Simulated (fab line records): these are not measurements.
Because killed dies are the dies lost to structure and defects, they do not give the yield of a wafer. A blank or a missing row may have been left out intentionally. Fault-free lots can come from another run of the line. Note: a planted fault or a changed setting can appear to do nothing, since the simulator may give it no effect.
fab line records -- flow berkeley_cmos170 -- part 1 of 2: steps 1 to 27 of 41
[record] lots = 5, wafers = 15, last_day = 11
route steps=331 shown CONTACT@227 M1@238 V1@254
lots that met no fault: taken from a fault-free run of the same line
start_h: hours from the record's first day to the start of the lot's first wafer shown -- wait_h: hours elapsed since this lot's preceding step -- " the same as in the row above -- L1.1+2: several wafers, shown together as one row -- - no value, or no start was given -- * or withheld: withheld -- < > ~ a bound
route shown NAME@n: NAME is a module with steps in the file, n the number in the route of the first one -- usual: mean/standard deviation of fault-free wafers -- same: alike in all rows -- chamber/n: place in a boat -- sites: per-site readings -- _std_site: standard deviation across them -- _edge_site: outer sites' mean less inner sites' -- radius_mm: for every site, how far away it sits from the centre of the wafer -- mask NAME#n: copy n -- behind: tool/chamber where the wafer was last shaped -- hold: why the lot was held/for how many hours/how that ended -- device: whichever transistor did not switch (one of n, p or np) -- end of line: the route-end tests of the same wafers -- a step with no rows: only its recipe -- killed: not the wafer's yield, but the dies lost to structure and defects at the first sort -- map: the dies of a wafer, with x for killed, . for not killed, _ for no die there
set.NAME: the setting as run; set.NAME@STEP: as run at that earlier step -- model.NAME: the simulator's own value behind a step, which no gauge read
lots at some steps of the route; a table a step, a row a wafer
services: when a tool's chamber went out of use (start_h, in hours from the record's first day, below 0 if earlier), for how many hours, and the reason
[[steps]]
[step UCB170_CONTACT_SOFTBAKE_11]
[recipe] resist = KrF, temp_c = 130, time_s = 62.78
[usual] plate_sensor_t_centre_C = 131.41/0.01, plate_sensor_t_edge_C = 131.53/0.01
lot.wafer,tool,chamber,start_h,wait_h,plate_sensor_t_centre_C,plate_sensor_t_edge_C
L074.3,litho_track-04,0,-,-,131.4,131.53
L074.5,litho_track-04,0,-,-,131.42,131.52
L074.6,litho_track-04,0,-,-,131.41,131.52
L086.2,litho_track-04,0,-,-,131.4,131.52
L086.5,litho_track-04,0,-,-,131.41,131.53
L086.6,litho_track-04,0,-,-,131.42,131.53
L089.1,litho_track-03,0,-,-,131.41,131.54
L089.5,litho_track-03,0,-,-,131.41,131.54
L089.6,litho_track-03,0,-,-,131.41,131.54
L091.3,litho_track-04,0,-,-,131.4,131.55
L091.5,litho_track-04,0,-,-,131.41,131.54
L091.6,litho_track-04,0,-,-,131.41,131.53
L093.1,litho_track-03,0,-,-,131.42,131.53
L093.2,litho_track-03,0,-,-,131.41,131.53
L093.5,litho_track-03,0,-,-,131.42,131.52
[step UCB170_CONTACT_EXPOSE_12]
[recipe] mask_id = CONT, target_cd_nm = 700, na = 0.5, sigma_outer = 0.6, source_shape = conventional, dose_mj = 35
lot.wafer,tool,chamber,start_h,wait_h,mask
L074.3+5+6,krf_scanner-01,0,162.48,-,CONT#0
L086.2+5+6,krf_scanner-02,0,-,-,CONT#0
L089.1+5+6,krf_scanner-01,0,236.07,-,CONT#0
L091.3+5+6,krf_scanner-01,0,252.24,-,CONT#0
L093.1+2+5,krf_scanner-02,0,252.55,-,CONT#0
[step UCB170_CONTACT_PEB_13]
[recipe] peb_temp_c = 130, peb_time_s = withheld, resist = KrF
lot.wafer,tool,chamber,start_h,wait_h
L074.3+5+6,litho_track-01,0,162.60,0.1
L086.2+5+6,litho_track-03,0,-,-
L089.1+5+6,litho_track-04,0,236.19,0.1
L091.3+5+6,litho_track-01,0,252.36,0.1
L093.1+2+5,litho_track-03,0,252.66,0.1
[step UCB170_CONTACT_DEVELOP_14]
[recipe] developer = TMAH, develop_time_s = 45, resist = KrF, dev_temp_c = 21
[usual] developer_temp_C = 20.99/0.096
lot.wafer,tool,chamber,start_h,wait_h,developer_temp_C
L074.3,litho_track-01,0,-,-,20.98
L074.5,litho_track-01,0,-,-,20.95
L074.6,litho_track-01,0,-,-,21.07
L086.2,litho_track-03,0,-,-,20.93
L086.5,litho_track-03,0,-,-,20.91
L086.6,litho_track-03,0,-,-,21.02
L089.1,litho_track-04,0,-,-,20.94
L089.5,litho_track-04,0,-,-,21.01
L089.6,litho_track-04,0,-,-,20.97
L091.3,litho_track-01,0,-,-,20.85
L091.5,litho_track-01,0,-,-,20.85
L091.6,litho_track-01,0,-,-,20.89
L093.1,litho_track-03,0,-,-,21.05
L093.2,litho_track-03,0,-,-,21.09
L093.5,litho_track-03,0,-,-,21.04
[step UCB170_CONTACT_CD_MEAS_15]
[recipe] target_cd_nm = 700
[usual] cd_nm = 700.2/1.4
lot.wafer,tool,chamber,start_h,wait_h,cd_nm
L074.3,cd_sem-02,-,162.92,-,700.4
L074.5,cd_sem-02,-,162.92,-,701.6
L074.6,cd_sem-02,-,162.92,-,699.4
L086.2,cd_sem-02,-,228.47,-,699.9
L086.5,cd_sem-02,-,228.47,-,701.0
L086.6,cd_sem-02,-,228.47,-,700.0
L089.1,cd_sem-01,-,236.46,-,698.7
L089.5,cd_sem-01,-,236.46,-,700.3
L089.6,cd_sem-01,-,236.46,-,700.0
L091.3,cd_sem-01,-,252.63,-,701.1
L091.5,cd_sem-01,-,252.63,-,702.1
L091.6,cd_sem-01,-,252.63,-,701.5
L093.1,cd_sem-01,-,252.94,-,699.2
L093.2,cd_sem-01,-,252.94,-,699.0
L093.5,cd_sem-01,-,252.94,-,698.9
[step UCB170_CONTACT_OVL_MEAS_16]
[usual] CONTACT_OVL = -3/5.5
lot.wafer,tool,chamber,start_h,wait_h,CONTACT_OVL[nm]
L074.3,overlay-01,-,163.01,0.1,-4
L074.5,overlay-01,-,163.01,0.1,-3
L074.6,overlay-01,-,163.01,0.1,-6
L086.2,overlay-01,-,228.57,0.1,-5
L086.5,overlay-01,-,228.57,0.1,-7
L086.6,overlay-01,-,228.57,0.1,-6
L089.1,overlay-01,-,236.58,0.1,-4
L089.5,overlay-01,-,236.58,0.1,4
L089.6,overlay-01,-,236.58,0.1,-6
L091.3,overlay-01,-,252.72,0.1,-2
L091.5,overlay-01,-,252.72,0.1,-2
L091.6,overlay-01,-,252.72,0.1,1
L093.1,overlay-01,-,253.06,0.1,-4
L093.2,overlay-01,-,253.06,0.1,-3
L093.5,overlay-01,-,253.06,0.1,-8
[step UCB170_CONTACT_ETCH_17]
[recipe] chemistry = N2/H2, target_depth_a = withheld, overetch_a = withheld, target = BARC, time_s = withheld, source_w = 500, bias_w = 100, pressure_mtorr = 30, n2_flow_sccm = 100, h2_flow_sccm = 200
[usual] drypump_motor_current_A = 5.5/0.49, oes_product_au = 0.998/0.011, throttle_valve_pct = 13.32/0.13
lot.wafer,tool,chamber,start_h,wait_h,drypump_motor_current_A,oes_product_au,throttle_valve_pct
L074.3,rie_diel-03,0,163.04,0.0,4.9,0.995,13.25
L074.5,rie_diel-03,3,163.04,0.0,6.0,0.984,13.21
L074.6,rie_diel-03,2,163.04,0.0,6.3,1.004,13.23
L086.2,rie_diel-04,3,228.60,0.0,5.6,0.999,13.29
L086.5,rie_diel-04,2,228.60,0.0,5.8,0.990,13.59
L086.6,rie_diel-04,3,228.60,0.0,5.7,0.996,13.28
L089.1,rie_diel-03,1,236.62,0.0,5.4,1.004,13.15
L089.5,rie_diel-03,1,236.62,0.0,5.4,1.005,13.15
L089.6,rie_diel-03,2,236.62,0.0,6.3,1.003,13.24
L091.3,rie_diel-03,0,252.74,0.0,4.9,0.995,13.24
L091.5,rie_diel-03,1,252.74,0.0,5.4,0.998,13.16
L091.6,rie_diel-03,0,252.74,0.0,4.9,0.989,13.25
L093.1,rie_diel-04,3,253.09,0.0,5.5,0.996,13.30
L093.2,rie_diel-04,1,253.09,0.0,6.4,1.006,13.43
L093.5,rie_diel-04,3,253.09,0.0,5.6,0.995,13.28
[step UCB170_CONTACT_ETCH_18]
[recipe] chemistry = CHF3/CF4/Ar, target = PSG, stop_on = TiSi2, CHF3_flow_sccm = 45, cf4_flow_sccm = 15, Ar_flow_sccm = 150, pressure_mtorr = 200, rf_w = 700, target_depth_a = 8400, over_etch_frac = 0.2, time_s = 195
[usual] CHF3_flow_sccm = 44.99/0.13, drypump_motor_current_A = 5.5/0.49, oes_product_au = 0.897/0.012, throttle_valve_pct = 6.93/0.12
lot.wafer,tool,chamber,start_h,wait_h,CHF3_flow_sccm,drypump_motor_current_A,oes_product_au,rf_hours_counter_h,throttle_valve_pct
L074.3,rie_diel-03,0,-,-,45.11,4.9,0.878,19,6.93
L074.5,rie_diel-03,3,-,-,44.83,6.0,0.895,-,6.91
L074.6,rie_diel-03,2,-,-,44.91,6.3,0.888,-,6.74
L086.2,rie_diel-04,3,-,-,44.99,5.6,0.889,52,6.98
L086.5,rie_diel-04,2,-,-,45.18,5.8,0.915,-,7.08
L086.6,rie_diel-04,3,-,-,45.09,5.6,0.897,-,6.98
L089.1,rie_diel-03,1,-,-,44.93,5.4,0.905,3,6.77
L089.5,rie_diel-03,1,-,-,45.14,5.4,0.910,-,6.77
L089.6,rie_diel-03,2,-,-,44.92,6.3,0.902,-,6.74
L091.3,rie_diel-03,0,-,-,44.96,4.9,0.890,24,6.91
L091.5,rie_diel-03,1,-,-,45.06,5.4,0.914,-,6.78
L091.6,rie_diel-03,0,-,-,45.38,4.9,0.898,-,6.92
L093.1,rie_diel-04,3,-,-,44.99,5.6,0.905,53,6.98
L093.2,rie_diel-04,1,-,-,44.95,6.4,0.900,13,6.97
L093.5,rie_diel-04,3,-,-,44.91,5.6,0.905,-,6.97
[step UCB170_CONTACT_STRIP_19]
[recipe] chemistry = O2, power_w = 400, pressure_mtorr = 3500, platen_temp_c = withheld, o2_flow_sccm = 400, overash_fraction = 0.5
[usual] drypump_motor_current_A = 5.6/0.37, oes_product_au = 0.725/0.0047
lot.wafer,tool,chamber,start_h,wait_h,drypump_motor_current_A,oes_product_au,rf_hours_counter_h
L074.3,plasma_asher-01,0,163.24,-,5.7,0.728,-
L074.5,plasma_asher-01,0,163.24,-,5.7,0.724,-
L074.6,plasma_asher-01,1,163.24,-,5.1,0.723,-
L086.2,plasma_asher-01,0,228.77,-,5.7,0.730,14
L086.5,plasma_asher-01,1,228.77,-,5.1,0.727,-
L086.6,plasma_asher-01,0,228.77,-,5.7,0.722,-
L089.1,plasma_asher-03,0,236.78,-,5.7,0.728,54
L089.5,plasma_asher-03,1,236.78,-,5.2,0.717,-
L089.6,plasma_asher-03,0,236.78,-,5.7,0.722,-
L091.3,plasma_asher-01,0,252.94,-,5.7,0.723,-
L091.5,plasma_asher-01,0,252.94,-,5.7,0.724,-
L091.6,plasma_asher-01,1,252.94,-,5.1,0.724,-
L093.1,plasma_asher-03,0,253.26,-,5.7,0.730,56
L093.2,plasma_asher-03,1,253.26,-,5.2,0.721,56
L093.5,plasma_asher-03,0,253.26,-,5.7,0.723,-
[step UCB170_CONTACT_CD_MEAS_90]
[recipe] target_cd_nm = 700
[usual] cd_nm = 700.3/1.5
lot.wafer,tool,chamber,start_h,wait_h,cd_nm
L074.3,cd_sem-01,-,163.35,0.1,701.1
L074.5,cd_sem-01,-,163.35,0.1,700.1
L074.6,cd_sem-01,-,163.35,0.1,698.8
L086.2,cd_sem-02,-,228.89,0.1,699.4
L086.5,cd_sem-02,-,228.89,0.1,700.3
L086.6,cd_sem-02,-,228.89,0.1,698.9
L089.1,cd_sem-01,-,236.88,0.1,700.1
L089.5,cd_sem-01,-,236.88,0.1,701.5
L089.6,cd_sem-01,-,236.88,0.1,699.5
L091.3,cd_sem-02,-,253.05,0.1,702.1
L091.5,cd_sem-02,-,253.05,0.1,703.2
L091.6,cd_sem-02,-,253.05,0.1,702.3
L093.1,cd_sem-02,-,253.37,0.1,697.5
L093.2,cd_sem-02,-,253.37,0.1,698.6
L093.5,cd_sem-02,-,253.37,0.1,697.8
[step UCB170_CONTACT_CLEAN_20]
[recipe] chemistry = SPM, temp_c = 120, time_s = 600
lot.wafer,tool,chamber,start_h,wait_h
L074.3+5+6,wet_bench-01,0,164.21,0.8
L086.2+5+6,wet_bench-02,3,228.99,0.1
L089.1+5+6,wet_bench-02,1,237.00,0.1
L091.3+5+6,wet_bench-02,1,253.13,0.1
L093.1+2+5,wet_bench-04,0,253.49,0.1
[step UCB170_M1_SPUTTER_00]
[recipe] material = Al, target_thk_nm = 600, time_s = 80, power_w = 6000, chamber_pressure_pa = 0.5
[usual] throttle_valve_pct = 30.4/1.6
lot.wafer,tool,chamber,start_h,wait_h,throttle_valve_pct
L074.3,pvd_sputter-02,-,164.38,0.0,29.9
L074.5,pvd_sputter-02,-,164.38,0.0,31.8
L074.6,pvd_sputter-02,-,164.38,0.0,29.8
L086.2,pvd_sputter-04,-,229.17,0.0,29.5
L086.5,pvd_sputter-04,-,229.17,0.0,29.4
L086.6,pvd_sputter-04,-,229.17,0.0,29.6
L089.1,pvd_sputter-04,-,237.18,0.0,30.5
L089.5,pvd_sputter-04,-,237.18,0.0,29.5
L089.6,pvd_sputter-04,-,237.18,0.0,29.9
L091.3,pvd_sputter-04,-,253.31,0.0,29.9
L091.5,pvd_sputter-04,-,253.31,0.0,29.7
L091.6,pvd_sputter-04,-,253.31,0.0,30.2
L093.1,pvd_sputter-01,-,253.67,0.0,31.2
L093.2,pvd_sputter-01,-,253.67,0.0,28.1
L093.5,pvd_sputter-01,-,253.67,0.0,34.4
[step UCB170_M1_RS_MEAS_01]
[recipe] thk_meas_gauge = four-point-probe, reads = Al_of_M1_SPUTTER_00
[usual] M1_AL_RS = 0.0486/0.00075
lot.wafer,tool,chamber,start_h,wait_h,M1_AL_RS[ohm/sq]
L074.3,film_metro-02,-,164.48,0.1,0.0478
L074.5,film_metro-02,-,164.48,0.1,0.0483
L074.6,film_metro-02,-,164.48,0.1,0.0481
L086.2,film_metro-02,-,229.25,0.1,0.0487
L086.5,film_metro-02,-,229.25,0.1,0.0475
L086.6,film_metro-02,-,229.25,0.1,0.0477
L089.1,film_metro-01,-,237.24,0.0,0.0480
L089.5,film_metro-01,-,237.24,0.0,0.0484
L089.6,film_metro-01,-,237.24,0.0,0.0482
L091.3,film_metro-03,-,253.41,0.1,0.0488
L091.5,film_metro-03,-,253.41,0.1,0.0490
L091.6,film_metro-03,-,253.41,0.1,0.0475
L093.1,film_metro-02,-,253.73,0.0,0.0501
L093.2,film_metro-02,-,253.73,0.0,0.0483
L093.5,film_metro-02,-,253.73,0.0,0.0489
[step UCB170_M1_THK_MEAS_02]
[recipe] thk_meas_gauge = xrf, reads = Al_of_M1_SPUTTER_00
[usual] M1_AL_THK = 614/11
lot.wafer,tool,chamber,start_h,wait_h,M1_AL_THK[nm]
L074.3,film_metro-02,-,164.58,0.1,618
L074.5,film_metro-02,-,164.58,0.1,612
L074.6,film_metro-02,-,164.58,0.1,614
L086.2,film_metro-02,-,229.36,0.1,610
L086.5,film_metro-02,-,229.36,0.1,621
L086.6,film_metro-02,-,229.36,0.1,619
L089.1,film_metro-01,-,237.36,0.1,619
L089.5,film_metro-01,-,237.36,0.1,613
L089.6,film_metro-01,-,237.36,0.1,617
L091.3,film_metro-03,-,253.51,0.1,620
L091.5,film_metro-03,-,253.51,0.1,617
L091.6,film_metro-03,-,253.51,0.1,636
L093.1,film_metro-02,-,253.85,0.1,587
L093.2,film_metro-02,-,253.85,0.1,608
L093.5,film_metro-02,-,253.85,0.1,601
[step UCB170_M1_COAT_03]
[recipe] resist = BARC, temp_c = withheld, time_s = withheld, spin_rpm = 3000, resist_thk_nm = withheld
lot.wafer,tool,chamber,start_h,wait_h
L074.3+5+6,litho_track-03,0,165.53,0.9
L086.2+5+6,litho_track-02,0,230.22,0.9
L089.1+5+6,litho_track-04,0,237.81,0.4
L093.1+2+5,litho_track-02,0,254.31,0.5
L091.3+5+6,litho_track-04,0,254.36,0.8
[step UCB170_M1_COAT_04]
[recipe] resist = KrF, spin_rpm = 1500, resist_thk_nm = 900
lot.wafer,tool,chamber,start_h,wait_h
L074.3+5+6,litho_track-03,0,-,-
L086.2+5+6,litho_track-02,0,-,-
L089.1+5+6,litho_track-04,0,-,-
L093.1+2+5,litho_track-02,0,-,-
L091.3+5+6,litho_track-04,0,-,-
[step UCB170_M1_SOFTBAKE_05]
[recipe] resist = KrF, temp_c = 130, time_s = 60
lot.wafer,tool,chamber,start_h,wait_h
L074.3+5+6,litho_track-03,0,-,-
L086.2+5+6,litho_track-02,0,-,-
L089.1+5+6,litho_track-04,0,-,-
L093.1+2+5,litho_track-02,0,-,-
L091.3+5+6,litho_track-04,0,-,-
[step UCB170_M1_EXPOSE_06]
[recipe] mask_id = METAL1, target_cd_nm = 700, na = 0.5, sigma_outer = 0.6, source_shape = conventional, dose_mj = 21
lot.wafer,tool,chamber,start_h,wait_h,mask
L074.3+5+6,krf_scanner-01,0,165.97,-,METAL1#0
L086.2+5+6,krf_scanner-01,0,230.79,-,METAL1#0
L089.1+5+6,krf_scanner-01,0,238.39,-,METAL1#0
L091.3+5+6,krf_scanner-01,0,254.97,-,METAL1#0
L093.1+2+5,krf_scanner-01,0,255.05,-,METAL1#0
[step UCB170_M1_PEB_07]
[recipe] peb_temp_c = 130, peb_time_s = withheld, resist = KrF
lot.wafer,tool,chamber,start_h,wait_h
L074.3+5+6,litho_track-02,0,166.56,0.6
L086.2+5+6,litho_track-03,0,231.46,0.6
L089.1+5+6,litho_track-02,0,238.74,0.3
L091.3+5+6,litho_track-03,0,255.16,0.2
L093.1+2+5,litho_track-04,0,255.31,0.2
[step UCB170_M1_DEVELOP_08]
[recipe] developer = TMAH, develop_time_s = 45, resist = KrF, dev_temp_c = 21
[usual] developer_temp_C = 20.99/0.1
lot.wafer,tool,chamber,start_h,wait_h,developer_temp_C
L074.3,litho_track-02,0,-,-,20.88
L074.5,litho_track-02,0,-,-,20.97
L074.6,litho_track-02,0,-,-,20.81
L086.2,litho_track-03,0,-,-,20.98
L086.5,litho_track-03,0,-,-,20.82
L086.6,litho_track-03,0,-,-,21.02
L089.1,litho_track-02,0,-,-,21.00
L089.5,litho_track-02,0,-,-,20.79
L089.6,litho_track-02,0,-,-,20.88
L091.3,litho_track-03,0,-,-,20.95
L091.5,litho_track-03,0,-,-,21.10
L091.6,litho_track-03,0,-,-,20.87
L093.1,litho_track-04,0,-,-,20.94
L093.2,litho_track-04,0,-,-,21.17
L093.5,litho_track-04,0,-,-,21.11
[step UCB170_M1_CD_MEAS_09]
[recipe] target_cd_nm = 700
[usual] cd_nm = 700.3/1.5
lot.wafer,tool,chamber,start_h,wait_h,cd_nm
L074.3,cd_sem-01,-,166.83,-,700.7
L074.5,cd_sem-01,-,166.83,-,701.8
L074.6,cd_sem-01,-,166.83,-,699.7
L086.2,cd_sem-01,-,231.73,-,697.4
L086.5,cd_sem-01,-,231.73,-,697.9
L086.6,cd_sem-01,-,231.73,-,697.1
L089.1,cd_sem-02,-,239.07,-,700.3
L089.5,cd_sem-02,-,239.07,-,700.6
L089.6,cd_sem-02,-,239.07,-,700.7
L091.3,cd_sem-02,-,255.47,-,699.2
L091.5,cd_sem-02,-,255.47,-,699.7
L091.6,cd_sem-02,-,255.47,-,699.4
L093.1,cd_sem-02,-,255.67,-,700.8
L093.2,cd_sem-02,-,255.67,-,700.6
L093.5,cd_sem-02,-,255.67,-,701.7
[step UCB170_M1_OVL_MEAS_10]
[usual] M1_OVL = 0/6
lot.wafer,tool,chamber,start_h,wait_h,M1_OVL[nm]
L074.3,overlay-02,-,166.93,0.1,-2
L074.5,overlay-02,-,166.93,0.1,4
L074.6,overlay-02,-,166.93,0.1,-6
L086.2,overlay-01,-,231.84,0.1,8
L086.5,overlay-01,-,231.84,0.1,-2
L086.6,overlay-01,-,231.84,0.1,4
L089.1,overlay-02,-,239.19,0.1,-3
L089.5,overlay-02,-,239.19,0.1,-5
L089.6,overlay-02,-,239.19,0.1,-4
L091.3,overlay-02,-,255.56,0.1,-7
L091.5,overlay-02,-,255.56,0.1,-2
L091.6,overlay-02,-,255.56,0.1,1
L093.1,overlay-02,-,255.79,0.1,-16
L093.2,overlay-02,-,255.79,0.1,-8
L093.5,overlay-02,-,255.79,0.1,-11
[step UCB170_M1_ETCH_11]
[recipe] chemistry = N2/H2, target_depth_a = withheld, overetch_a = withheld, target = BARC, time_s = withheld, source_w = 500, bias_w = 100, pressure_mtorr = 30, n2_flow_sccm = 100, h2_flow_sccm = 200
[usual] drypump_motor_current_A = 5.3/0.42, oes_product_au = 0.999/0.026, throttle_valve_pct = 13.31/0.11
lot.wafer,tool,chamber,start_h,wait_h,drypump_motor_current_A,oes_product_au,throttle_valve_pct
L074.3,rie_diel-02,1,166.95,0.0,5.0,0.937,13.38
L074.5,rie_diel-02,3,166.95,0.0,5.3,1.016,13.35
L074.6,rie_diel-02,1,166.95,0.0,5.0,0.940,13.41
L086.2,rie_diel-02,3,231.87,0.0,5.3,1.037,13.32
L086.5,rie_diel-02,3,231.87,0.0,5.3,1.039,13.33
L086.6,rie_diel-02,0,231.87,0.0,4.8,0.999,13.17
L089.1,rie_diel-03,0,239.23,0.0,4.9,0.995,13.24
L089.5,rie_diel-03,0,239.23,0.0,4.9,1.005,13.23
L089.6,rie_diel-03,1,239.23,0.0,5.4,1.000,13.17
L091.3,rie_diel-01,1,255.59,0.0,5.7,0.984,13.35
L091.5,rie_diel-01,2,255.59,0.0,4.9,0.996,13.52
L091.6,rie_diel-01,1,255.59,0.0,5.7,0.993,13.34
L093.1,rie_diel-03,2,255.83,0.0,6.3,1.003,13.24
L093.2,rie_diel-03,0,255.83,0.0,4.9,1.006,13.24
L093.5,rie_diel-03,2,255.83,0.0,6.3,1.007,13.24
[step UCB170_M1_METAL_ETCH_12]
[recipe] chemistry = Cl2/BCl3, target = Al, stop_on = PSG, pressure_mtorr = 12, target_depth_a = 7800, over_etch_frac = 0.3, time_s = 130, icp_w = 600, bias_w = 120, Cl2_flow_sccm = 90, bcl3_flow_sccm = 45
[usual] bcl3_flow_sccm = 45.02/0.14, drypump_motor_current_A = 5.6/0.31, oes_product_au = 0.848/0.013, throttle_valve_pct = 24.2/0.39
lot.wafer,tool,chamber,start_h,wait_h,bcl3_flow_sccm,drypump_motor_current_A,oes_product_au,rf_hours_counter_h,throttle_valve_pct
L074.3,rie_metal-04,0,167.04,-,45.02,5.4,0.849,-,24.7
L074.5,rie_metal-04,1,167.04,-,44.79,5.8,0.872,-,23.8
L074.6,rie_metal-04,0,167.04,-,45.32,5.4,0.851,-,24.7
L086.2,rie_metal-02,0,231.91,-,45.19,5.6,0.850,6,23.8
L086.5,rie_metal-02,1,231.91,-,44.71,5.5,0.862,-,24.0
L086.6,rie_metal-02,0,231.91,-,45.18,5.6,0.856,-,23.8
L089.1,rie_metal-02,0,239.27,-,45.14,5.6,0.856,6,23.8
L089.5,rie_metal-02,0,239.27,-,45.19,5.6,0.848,-,23.8
L089.6,rie_metal-02,1,239.27,-,45.02,5.6,0.847,-,24.0
L091.3,rie_metal-03,0,255.67,-,45.12,6.1,0.852,-,24.6
L091.5,rie_metal-03,1,255.67,-,44.95,5.1,0.829,-,24.5
L091.6,rie_metal-03,0,255.67,-,45.00,6.1,0.858,-,24.6
L093.1,rie_metal-02,0,255.87,-,44.90,5.6,0.834,7,23.8
L093.2,rie_metal-02,1,255.87,-,44.84,5.6,0.840,12,24.0
L093.5,rie_metal-02,0,255.87,-,44.92,5.6,0.853,-,23.8
[step UCB170_M1_STRIP_13]
[recipe] chemistry = O2, power_w = 400, pressure_mtorr = 3500, platen_temp_c = withheld, o2_flow_sccm = 418.5, overash_fraction = 0.5
[usual] drypump_motor_current_A = 5.7/0.4, oes_product_au = 0.723/0.0044
lot.wafer,tool,chamber,start_h,wait_h,drypump_motor_current_A,oes_product_au,rf_hours_counter_h
L074.3,plasma_asher-04,0,167.16,0.1,6.0,0.720,-
L074.5,plasma_asher-04,0,167.16,0.1,6.0,0.719,-
L074.6,plasma_asher-04,1,167.16,0.1,6.1,0.719,-
L086.2,plasma_asher-03,1,232.04,0.1,5.2,0.719,53
L086.5,plasma_asher-03,0,232.04,0.1,5.7,0.724,-
L086.6,plasma_asher-03,1,232.04,0.1,5.1,0.721,-
L089.1,plasma_asher-04,0,239.40,0.1,6.0,0.728,48
L089.5,plasma_asher-04,1,239.40,0.1,6.1,0.721,-
L089.6,plasma_asher-04,0,239.40,0.1,6.0,0.727,-
L091.3,plasma_asher-04,1,255.80,0.1,6.1,0.715,-
L091.5,plasma_asher-04,1,255.80,0.1,6.1,0.719,-
L091.6,plasma_asher-04,0,255.80,0.1,6.0,0.724,-
L093.1,plasma_asher-02,0,256.00,0.1,5.2,0.723,49
L093.2,plasma_asher-02,1,256.00,0.1,6.1,0.727,49
L093.5,plasma_asher-02,0,256.00,0.1,5.2,0.724,-
[step UCB170_M1_CD_MEAS_90]
[recipe] target_cd_nm = 700
[usual] cd_nm = 701/3.8
lot.wafer,tool,chamber,start_h,wait_h,cd_nm
L074.3,cd_sem-02,-,167.26,0.1,700
L074.5,cd_sem-02,-,167.26,0.1,699
L074.6,cd_sem-02,-,167.26,0.1,698
L086.2,cd_sem-01,-,232.16,0.1,704
L086.5,cd_sem-01,-,232.16,0.1,696
L086.6,cd_sem-01,-,232.16,0.1,706
L089.1,cd_sem-02,-,239.50,0.1,707
L089.5,cd_sem-02,-,239.50,0.1,708
L089.6,cd_sem-02,-,239.50,0.1,701
L091.3,cd_sem-02,-,255.90,0.1,697
L091.5,cd_sem-02,-,255.90,0.1,698
L091.6,cd_sem-02,-,255.90,0.1,698
L093.1,cd_sem-02,-,256.10,0.1,706
L093.2,cd_sem-02,-,256.10,0.1,697
L093.5,cd_sem-02,-,256.10,0.1,706
[step UCB170_M1_ANNEAL_14]
[recipe] temp_c = 400, time_s = 1200, ambient = forming_gas
lot.wafer,tool,chamber,start_h,wait_h
L074.3+5+6,furnace-03,0,168.53,1.2
L086.2+5+6,furnace-03,0,233.32,1.1
L089.1+5+6,furnace-03,0,240.90,1.4
L091.3+5+6,furnace-03,0,255.98,0.1
L093.1+2+5,furnace-03,0,257.32,1.2
